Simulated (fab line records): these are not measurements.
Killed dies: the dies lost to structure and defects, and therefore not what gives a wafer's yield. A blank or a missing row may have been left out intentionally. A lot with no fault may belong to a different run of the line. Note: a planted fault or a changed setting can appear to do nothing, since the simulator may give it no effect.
Which tool did it? ; flow berkeley_cmos170 ; 36 wafers from 12 lots sampled at 3 of the route's 331 steps

== WHAT THE GAUGES READ, wafer by wafer ==
UCB170_M3_BOW_MEAS_20. Usual: M3_BOW gives 35 um (standard deviation 6.8).
lot;measured;on;M3_BOW (um);flag
L601;day 8 21:01;film_metro-02;25 23 32;
L608;day 10 02:26;film_metro-03;38 44 36;
L606;day 10 07:27;film_metro-03;27 29 27;
L613;day 11 15:59;film_metro-03;40 32 24;
L616;day 12 19:16;film_metro-01;40 24 28;
L617;day 12 20:26;film_metro-03;52 40 39;
L623;day 14 05:09;film_metro-02;36 45 37;
L622;day 14 08:30;film_metro-03;41 32 29;
L620;day 14 19:08;film_metro-01;31 38 22;
L619;day 14 19:38;film_metro-02;41 36 36;
L624;day 14 18:51;film_metro-03;34 35 28;
L621;day 14 20:19;film_metro-02;39 32 39;

== WHAT TOOL EACH LOT RAN ON (gives the tool, then ch and the chambers of the sampled wafers, and finally the start) ==
lot;UCB170_PSD_IMPLANT_08;UCB170_PSD_STRIP_09
L601;implanter-02 ch 0, day 7 17:44;plasma_asher-04 ch 0,1, day 7 17:53
L608;implanter-01 ch 0, day 9 04:16;plasma_asher-03 ch 0,1, day 9 04:23
L606;implanter-01 ch 0, day 9 04:27;plasma_asher-03 ch 0,1, day 9 04:36
L613;implanter-01 ch 0, day 10 14:38;plasma_asher-03 ch 0,1, day 10 14:47
L616;implanter-03 ch 0, day 11 18:34;plasma_asher-03 ch 0,1, day 11 18:43
L617;implanter-02 ch 0, day 11 18:48;plasma_asher-04 ch 0,1, day 11 18:57
L623;implanter-01 ch 0, day 13 03:58;plasma_asher-02 ch 1, day 13 04:05
L622;implanter-02 ch 0, day 13 04:41;plasma_asher-04 ch 0,1, day 13 04:49
L620;implanter-02 ch 0, day 13 14:17;plasma_asher-02 ch 1, day 13 14:24
L619;implanter-01 ch 0, day 13 14:28;plasma_asher-03 ch 0,1, day 13 14:35
L624;implanter-03 ch 0, day 13 14:32;plasma_asher-02 ch 0,1, day 13 14:41
L621;implanter-02 ch 0, day 13 14:35;plasma_asher-03 ch 0,1, day 13 14:43
- UCB170_PSD_IMPLANT_08
- UCB170_PSD_STRIP_09: strips in O2.

== WHAT THE TOOLS THEMSELVES READ (means of the sampled wafers that have a number; where no wafer has one, the mark that the record gives instead) ==
UCB170_PSD_IMPLANT_08. Usual: beam_energy_keV 20.000, standard deviation 0.0051; beam_on_s 10.00 s, standard deviation 0.21.
lot;tool;beam_energy_keV;beam_on_s (s);flag
L601;implanter-02;20.004;9.89;
L608;implanter-01;19.307;9.83;OFF
L606;implanter-01;19.305;10.19;OFF
L613;implanter-01;19.308;10.08;OFF
L616;implanter-03;19.999;10.15;
L617;implanter-02;19.998;10.09;
L623;implanter-01;20.004;9.91;
L622;implanter-02;20.000;10.05;
L620;implanter-02;19.999;10.09;
L619;implanter-01;19.999;9.88;
L624;implanter-03;20.004;10.10;
L621;implanter-02;19.998;9.93;

UCB170_PSD_STRIP_09. Usual: drypump_motor_current_A 5.6 A, standard deviation 0.35; oes_product_au 0.600 a.u., standard deviation 0.0042; strip_time_to_endpoint_s 29.40 s, standard deviation 0.064.
lot;tool;drypump_motor_current_A (A);oes_product_au (a.u.);strip_time_to_endpoint_s (s);flag
L601;plasma_asher-04;5.3;0.597;29.45;
L608;plasma_asher-03;5.9;0.604;28.99;OFF
L606;plasma_asher-03;5.8;0.607;28.99;OFF
L613;plasma_asher-03;5.8;0.603;29.20;OFF
L616;plasma_asher-03;5.9;0.593;29.41;
L617;plasma_asher-04;5.5;0.598;29.38;
L623;plasma_asher-02;5.3;0.599;29.44;
L622;plasma_asher-04;5.3;0.602;29.37;
L620;plasma_asher-02;5.3;0.598;29.40;
L619;plasma_asher-03;5.8;0.603;29.40;
L624;plasma_asher-02;5.5;0.602;29.41;
L621;plasma_asher-03;5.7;0.598;29.35;

== THE ANSWER, worked out from the rows above alone ==
Rule: lot off if the mean of its wafers having a number is beyond 3 standard deviations from the usual mean. Also off: a lot with no number at a reading for which 4 or more lots have one. Where the step has rows for the other lots, those lots are counted as sound. First the gauges in route order, then the tools' own readings, where a lot's mean is used as printed above. At the first step where some lot is off, the reading lying furthest off is the one used; lots without a number count as furthest.
Off at UCB170_PSD_IMPLANT_08 (beam_energy_keV): L608, L606, L613.
A tool fits if, at that step or a process step before it, it ran every lot that is off, and no sound lot after the first of them. None of those tried fits.

== WHAT THE SIMULATOR HAD INSERTED ==
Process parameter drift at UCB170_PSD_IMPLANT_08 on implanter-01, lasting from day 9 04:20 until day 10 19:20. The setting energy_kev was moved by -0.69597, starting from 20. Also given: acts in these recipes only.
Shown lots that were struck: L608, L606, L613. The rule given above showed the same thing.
